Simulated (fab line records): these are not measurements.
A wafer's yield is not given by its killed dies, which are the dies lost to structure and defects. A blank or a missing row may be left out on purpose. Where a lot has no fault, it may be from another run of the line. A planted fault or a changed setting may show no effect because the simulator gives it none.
Which tool is to blame?	flow rit_cmos	Sampling: 14 lots, 42 wafers, 2 of 202 route steps

## WHAT EACH GAUGE READ, for each wafer
Not one reading of a measure or inspect step in the record can be checked against a usual standard deviation.

## TOOL THAT RAN EACH LOT (tool first, then ch and the chambers of the sampled wafers, then the start)
lot	RIT_PSD_DEVELOP_05	RIT_M1_PROBE_99
L383	litho_track-03 ch 0, day 3 04:00	-
L384	litho_track-03 ch 0, day 3 10:00	-
L385	litho_track-04 ch 0, day 3 13:00	-
L387	litho_track-04 ch 0, day 3 23:00	-
L389	litho_track-02 ch 0, day 4 06:00	-
L390	litho_track-02 ch 0, day 4 15:00	-
L393	litho_track-04 ch 0, day 5 07:00	-
L398	litho_track-02 ch 0, day 6 02:00	-
L399	litho_track-04 ch 0, day 6 09:00	-
L400	litho_track-04 ch 0, day 6 13:00	-
L403	litho_track-02 ch 0, day 7 04:00	prober-02, day 7 13:05
L404	litho_track-03 ch 0, day 7 11:00	prober-01, day 7 21:10
L405	litho_track-03 ch 0, day 7 16:00	prober-02, day 8 01:26
L406	litho_track-03 ch 0, day 8 00:00	-
- RIT_PSD_DEVELOP_05: develop time 50 s.
- RIT_M1_PROBE_99

## WHAT THE TOOLS THEMSELVES READ (means of the sampled wafers that have a number; where no wafer has one, the mark that the record gives instead)
RIT_PSD_DEVELOP_05. Usual: chill_plate_temp_C 22.98 C, standard deviation 0.11; developer_temp_C 22.98 C, standard deviation 0.11; resist_line_temp_C 22.99 C, standard deviation 0.11.
lot	tool	chill_plate_temp_C (C)	developer_temp_C (C)	resist_line_temp_C (C)	flag
L383	litho_track-03	23.07	23.12	22.87	
L384	litho_track-03	23.09	22.98	23.10	
L385	litho_track-04	23.03	22.98	22.98	
L387	litho_track-04	23.02	23.01	22.95	
L389	litho_track-02	23.07	23.03	22.87	
L390	litho_track-02	22.89	22.95	22.84	
L393	litho_track-04	23.04	22.84	23.11	
L398	litho_track-02	22.89	22.90	23.06	
L399	litho_track-04	23.03	22.10	22.90	OFF
L400	litho_track-04	23.02	22.01	23.06	OFF
L403	litho_track-02	22.89	23.07	22.92	
L404	litho_track-03	23.16	22.99	22.95	
L405	litho_track-03	23.12	22.90	22.90	
L406	litho_track-03	22.88	22.93	23.06	

RIT_M1_PROBE_99. Usual: killed_at_contacts 0.1, standard deviation 0.32; killed_at_front_end 6.7, standard deviation 2.9; killed_dies 6.8, standard deviation 2.9; killed_open 3.3, standard deviation 1.7; killed_short 3.4, standard deviation 2.1.
lot	tool	killed_at_contacts	killed_at_front_end	killed_dies	killed_open	killed_short	flag
L403	prober-02	0.3	7.7	8.0	3.0	5.0	
L404	prober-01	0.3	6.0	6.3	2.0	4.3	
L405	prober-02	0.0	4.7	4.7	3.0	1.7	

## THE ANSWER, worked out from the rows above alone
Rule: lot off if the mean of its wafers having a number is beyond 3 standard deviations from the usual mean. A lot without any number at a reading at which 4 lots or more have one is off too. Where the step has rows for the other lots, those lots are counted as sound. The gauges are gone through in route order, then the tools' own readings, and for those a lot's mean is taken as printed above. At the first step where some lot is off, the reading lying furthest off is the one used; lots without a number count as furthest.
Off at RIT_PSD_DEVELOP_05 (developer_temp_C): L399, L400.
If a tool, at that step or one of the process steps before it, ran each lot that is off and ran no sound lot following the first of them, it fits. One candidate fits, namely litho_track-04 at RIT_PSD_DEVELOP_05. Its last sound lot is L393 (day 5 07:00), its first lot that is off L399 (day 6 09:00): a fault that began between those two fits.
On the lots that are off, the tool's own readings at RIT_PSD_DEVELOP_05 differ by more than 5 times the standard deviation of the sound lots' means, which bears it out; developer_temp_C reads 22.05 C there versus 22.98 C on the sound lots.

## WHAT HAD BEEN PUT IN BY THE SIMULATOR
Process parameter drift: litho_track-04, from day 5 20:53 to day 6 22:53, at RIT_PSD_DEVELOP_05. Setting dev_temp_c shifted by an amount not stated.
Struck lots among those shown: L399, L400. This agrees with what the rule above found.
